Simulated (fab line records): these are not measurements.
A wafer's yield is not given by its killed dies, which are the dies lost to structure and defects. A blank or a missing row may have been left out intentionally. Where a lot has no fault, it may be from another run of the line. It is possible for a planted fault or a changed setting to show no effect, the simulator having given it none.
What tool caused it?    flow rit cmos    18 wafers from 6 lots sampled at 4 of the route's 202 steps

WHAT THE GAUGES READ, wafer by wafer
RIT_SPACER_THK_MEAS_04.
lot   measured     on             SPACER_NITRIDE_THK (nm)
L910  day 3 09:03  film metro-02  249.9 249.3 248.4
L913  day 3 22:32  film metro-01  251.0 252.4 252.0
L915  day 4 11:26  film metro-02  251.1 249.5 252.0
L918  day 5 01:49  film metro-02  247.8 249.4 248.2
L921  day 6 03:53  film metro-02  250.7 251.6 252.7
L928  day 7 07:25  film metro-04  194.4 195.0 192.9 194.3 194.9 192.9

TOOL THAT RAN EACH LOT (tool first, then ch and the chambers of the sampled wafers, then the start)
lot   RIT_PWELL_STRIP_09                   RIT_GATE_STRIP_20                    RIT_SPACER_CVD_03
L910  plasma asher-02 ch 0,1, day 2 08:28  plasma asher-01 ch 1, day 3 00:22    lpcvd-01 ch 0, day 3 07:08
L913  plasma asher-04 ch 0,1, day 2 23:29  plasma asher-04 ch 0,1, day 3 13:56  lpcvd-01 ch 1, day 3 20:37
L915  plasma asher-03 ch 0,1, day 3 11:37  plasma asher-02 ch 0,1, day 4 02:47  lpcvd-02 ch 0, day 4 09:31
L918  plasma asher-04 ch 0,1, day 4 02:34  plasma asher-01 ch 0,1, day 4 16:17  lpcvd-02 ch 0, day 4 23:52
L921  plasma asher-04 ch 0,1, day 4 18:56  plasma asher-04 ch 0,1, day 5 16:40  lpcvd-01 ch 1, day 6 01:57
L928  plasma asher-02 ch 1, day 6 05:24    plasma asher-02 ch 0,1, day 6 21:13  lpcvd-02 ch 0, day 7 05:31
- RIT_PWELL_STRIP_09: strips in O2, time 180 s.
- RIT_GATE_STRIP_20: strips in O2, time 180 s.
- RIT_SPACER_CVD_03: deposits Si3N4 from SiH2Cl2/NH3, target thk 250 nm, time 3300 s.

THE ANSWER, worked out from the rows above alone
Rule: what is usual is taken from the lots themselves. The widest of any qualifying gaps counts: lots, ordered by their means at a reading, are off when they make up no more than a third of the lots, leave a main group of 4 or more, and stand apart from it by 3 or more times the standard deviation of that group's means. The tables above print the reading to a certain number of digits; a main group whose means all agree to those digits is not used. A lot without any number at a reading at which 4 lots or more have one is off too. Where the step has rows for the other lots, those lots are counted as sound.
Off: at RIT_SPACER_THK_MEAS_04 (SPACER_NITRIDE_THK), L928. For the main group the mean is 250.4 nm and the standard deviation 1.3.
If a tool, at a process step before that reading, ran all the lots that are off and no sound lot after the first of them, it fits. Gauges at RIT_SPACER_THK_MEAS_04: tried the same way as those tools. Can't be told from this: 3 tools fit, plasma asher-02 at RIT_PWELL_STRIP_09 and RIT_GATE_STRIP_20, lpcvd-02 at RIT_SPACER_CVD_03, film metro-04 at RIT_SPACER_THK_MEAS_04.

WHAT THE SIMULATOR HAD PUT IN
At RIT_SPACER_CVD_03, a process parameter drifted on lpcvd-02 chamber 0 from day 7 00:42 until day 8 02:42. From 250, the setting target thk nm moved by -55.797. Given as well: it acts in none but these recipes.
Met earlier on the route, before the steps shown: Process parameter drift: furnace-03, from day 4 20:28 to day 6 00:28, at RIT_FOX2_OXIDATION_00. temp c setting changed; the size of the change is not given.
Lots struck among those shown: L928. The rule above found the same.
